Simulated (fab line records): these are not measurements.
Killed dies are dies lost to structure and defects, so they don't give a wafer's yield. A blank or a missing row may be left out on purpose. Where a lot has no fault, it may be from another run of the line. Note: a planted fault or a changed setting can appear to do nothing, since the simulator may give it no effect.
Matching of chambers | flow berkeley-cmos170 | UCB170_NWELL_ETCH_13 on rie-diel-02: 4 sister chambers
The step etches Si3N4 in CH3F/Ar/O2, stops on SiO2, target depth 246.4 nm, time 154 s. 8 wafers are shown with their chamber, then 6 later ones without.

WAFERS, EACH WITH ITS CHAMBER
wafer  | chamber | drypump-motor-current-A (A) | throttle-valve-pct (%)
L857.5 | 2       | 5.3                         | 7.89
L864.1 | 2       | 5.3                         | 7.92
L864.3 | 1       | 5.3                         | 7.81
L865.2 | 3       | 6.1                         | 7.99
L865.3 | 0       | 5.3                         | 7.93
L869.1 | 0       | 5.3                         | 7.93
L869.3 | 3       | 6.2                         | 7.99
L869.6 | 1       | 5.3                         | 7.83

WAFERS WITHOUT THEIR CHAMBER
wafer  | drypump-motor-current-A (A) | throttle-valve-pct (%)
L876.3 | 5.3                         | 7.92
L876.4 | 6.1                         | 7.98
L876.5 | 5.3                         | 7.93
L878.2 | 5.3                         | 7.90
L878.3 | 5.3                         | 7.92
L878.6 | 5.3                         | 7.91

EACH ONE'S CHAMBER
wafer  | from the rows above     | in truth
L876.3 | can't be placed: 0 or 2 | 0
L876.4 | 3                       | 3
L876.5 | can't be placed: 0 or 2 | 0
L878.2 | can't be placed: 2 or 0 | 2
L878.3 | can't be placed: 0 or 2 | 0
L878.6 | can't be placed: 2 or 0 | 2
Correctly placed: 1 of 6. Cannot be placed on the basis of these rows: 5; the candidates contain the true chamber in 5. Wrongly placed: 0.
How it was worked out, from the rows above alone: a wafer's distance from a chamber is the root of the sum, over the readings, of the square of ((its reading less the chamber's mean) divided by the reading's scatter). If the next closest chamber is less than 2 further off than the closest, the wafer can't be placed; otherwise it belongs to the closest. The mean given for a chamber averages the wafers shown for that chamber. The scatter is the square root of a quotient: the sum, over the shown wafers, of each reading's squared deviation from its chamber's mean, divided by wafers minus chambers.
